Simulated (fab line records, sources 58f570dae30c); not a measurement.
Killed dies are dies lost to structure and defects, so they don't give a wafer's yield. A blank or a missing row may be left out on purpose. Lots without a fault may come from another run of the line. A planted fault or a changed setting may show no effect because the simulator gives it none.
One fault seen from 2 desks | flow berkeley_cmos170 | each desk has only its own numbers; what lay behind them comes last

THE METROLOGY DESK
What the gauges read, lot by lot, whatever tool the lot ran on: means of the sampled wafers that have a number. A lot is out of limits, marked OUT, if its mean lies more than 4 standard deviations from the usual mean; the brackets give that distance.
Columns: A = cd_nm at UCB170_M2_CD_MEAS_15, usual 699.7 nm; B = V2_BOW at UCB170_V2_BOW_MEAS_03, usual 36 um; C = cd_nm at UCB170_V2_CD_MEAS_12, usual 700.1 nm
lot  | first seen here | A     | B  | C
L776 | day 7 02:38     | 698.7 | 39 | 700.1
L778 | day 7 15:06     | 701.6 | 35 | 698.8
L777 | day 7 15:21     | 701.5 | 42 | 699.9
L779 | day 8 03:58     | 698.9 | 31 | 701.5
L780 | day 8 15:25     | 700.6 | 32 | 697.7
L782 | day 8 15:39     | 698.4 | 39 | 702.3
L781 | day 8 15:42     | 700.1 | 37 | 699.8
L783 | day 9 08:35     | 701.3 | 41 | 700.0
L784 | day 9 15:04     | 701.6 | 32 | 701.1
L785 | day 10 01:40    | 698.7 | 37 | 701.6
L790 | day 10 13:58    | 696.3 | 39 | 696.6
L793 | day 11 04:41    | 695.4 | 34 | 699.1
L794 | day 11 05:02    | 699.1 | 35 | 700.5
L798 | day 12 08:14    | 699.3 | 41 | 700.4
This desk's finding: nothing out of limits on any of the 14 lots.

THE TOOL OWNER'S DESK: litho_track-04
The tool's own readings at UCB170_M2_COAT_10 (resist thk 900 nm): means of the sampled wafers that have a number, for each lot that ran on this tool. A lot is out of limits, marked OUT, if its mean lies more than 4 standard deviations from the usual mean; the brackets give that distance.
Columns: A = spin_speed_rpm at UCB170_M2_COAT_10, usual 1499.7 rpm
lot  | first seen here | A
L776 | day 7 01:00     | 1499.7
L778 | day 7 14:00     | 1498.9
L779 | day 8 03:00     | 1500.7
L782 | day 8 14:00     | 1499.0
L790 | day 10 13:00    | 1715.8 (+99 or more) OUT
L793 | day 11 03:00    | 1716.1 (+99 or more) OUT
This desk's finding: out of limits on L790, L793; first on L790, day 10 13:00 (spin_speed_rpm at UCB170_M2_COAT_10). In limits: L776, L778, L779, L782.

PUT TOGETHER
The tool owner's desk could have raised an alarm at day 10 13:00, on L790, L793.
The metrology desk saw nothing out of limits.
The metrology desk has L790, L793 on record, within its limits.
Of the lots named, all ran UCB170_M2_COAT_10 on litho_track-04.

WHAT THE SIMULATOR HAD PUT IN
Process parameter drift: litho_track-04, from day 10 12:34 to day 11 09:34, at UCB170_M2_COAT_10. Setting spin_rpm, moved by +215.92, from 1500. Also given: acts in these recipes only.
Lots struck among those shown: L790, L793.
Hours from the fault's start to each desk's first reading out of limits: the tool owner's desk, 0.
